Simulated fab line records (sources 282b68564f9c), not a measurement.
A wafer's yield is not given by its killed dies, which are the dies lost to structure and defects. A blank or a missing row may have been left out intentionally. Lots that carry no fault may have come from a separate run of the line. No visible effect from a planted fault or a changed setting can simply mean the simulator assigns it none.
Comparing a struck lot with a sound one ; flow rit-cmos ; 16 out of 202 route steps
Sound: these wafers, L140.1, L140.4, L140.5. Wafers L149.3, L149.5, L149.6 were the ones struck. Last of all comes the cause.
Per side, at each step with rows, come the tool, then ch with its chambers, and then its first start. Under that, the readings that differ: sound wafers ; struck wafers ; difference of the means ; sigmas: that difference in standard deviations of wafers without a fault.
alike: same words and numbers on both sides, and readings whose means sit less than 2 such deviations apart. not compared: any withheld reading, any reading some wafer has no value for, any bound like >300 that may hide the same value, and any number with overlapping values for which the record gives no deviation.
A row with sigmas, a row that says differs or no value, or rows on one side alone: a step with any of these is where the two part. When numbers do not overlap yet have no deviation, they are printed without sigmas and do not part them. Lack of a reading on every wafer of one side parts them only where that side has two or more wafers.

first, 1 step without rows for these wafers: RIT_ACTIVE_OXIDATION_01 (target thk 46.8 nm, ox time 3360 s).
RIT_ACTIVE_THK_MEAS_02:
  sound on film-metro-04 at day 1 12:07; struck on film-metro-02 at day 3 09:04
  alike: ACTIVE_OXIDE_THK
then, 1 step without rows for these wafers: RIT_ACTIVE_CVD_03 (deposits Si3N4 from SiH2Cl2/NH3, target thk 150 nm, time 1500 s).
RIT_ACTIVE_THK_MEAS_04:
  sound on film-metro-02 at day 1 13:36; struck on film-metro-03 at day 3 10:33
  alike: ACTIVE_NITRIDE_THK
then, 6 steps without rows for these wafers: RIT_ACTIVE_HMDS_05 (prime time 60 s); RIT_ACTIVE_COAT_06 (resist thk 1000 nm); RIT_ACTIVE_SOFTBAKE_07 (time 60 s); RIT_ACTIVE_EXPOSE_08 (exposes mask M1, target cd 1400 nm); RIT_ACTIVE_PEB_09; RIT_ACTIVE_DEVELOP_10 (develop time 50 s).
RIT_ACTIVE_CD_MEAS_11 targets a cd of 1400 nm.
  sound on cd-sem-02 at day 1 14:31; struck on cd-sem-01 at day 3 11:29
  alike: cd-nm
then, 1 step without rows for these wafers: RIT_ACTIVE_HARDBAKE_12 (time 60 s).
RIT_ACTIVE_ETCH_13: etches Si3N4 in SF6, stops on SiO2, time 210 s, target depth 210 nm.
  sound on rie-diel-03 ch 0,2,3, day 1 14:47; struck on rie-diel-03 ch 2,3, day 3 11:43
  no value came back on the struck wafers for any of 5 readings (SF6_flow_sccm (sccm), chamber-pressure-mTorr (mTorr) and others); on the sound wafers SF6_flow_sccm (sccm) reads 198.9 200.4 200.0
reading;sound;struck;difference;sigmas
model.NOVOLAK_of_ACTIVE_COAT_06.thk-nm (nm);666.1 656.8 642.9;884.3 882.9 882.7;+228.0;
  not compared: rf-hours-counter-h
RIT_ACTIVE_STRIP_14: strips in O2, time 180 s.
  sound on plasma-asher-02 ch 0,1, day 1 14:55; struck on plasma-asher-01 ch 0,1, day 3 11:54
  alike: chamber-pressure-mTorr, drypump-motor-current-A
  not compared: rf-hours-counter-h
RIT_ACTIVE_CD_MEAS_90 targets a cd of 1400 nm.
  sound on cd-sem-01 at day 1 15:05; struck on cd-sem-02 at day 3 12:04
reading;sound;struck;difference;sigmas
cd-nm (nm);1398.8 1398.9 1395.7;- - -;no value on the struck wafers;
then, 1 step without rows for these wafers: RIT_ACTIVE_CLEAN_15 (cleans in SC1, time 600 s).

WHERE THEY PART
Earliest at RIT_ACTIVE_ETCH_13; latest, in this record, at RIT_ACTIVE_CD_MEAS_90.

WHY: the cause the simulator had injected
Beginning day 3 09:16, the whole step at RIT_ACTIVE_ETCH_13 was skipped on rie-diel-03. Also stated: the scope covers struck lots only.
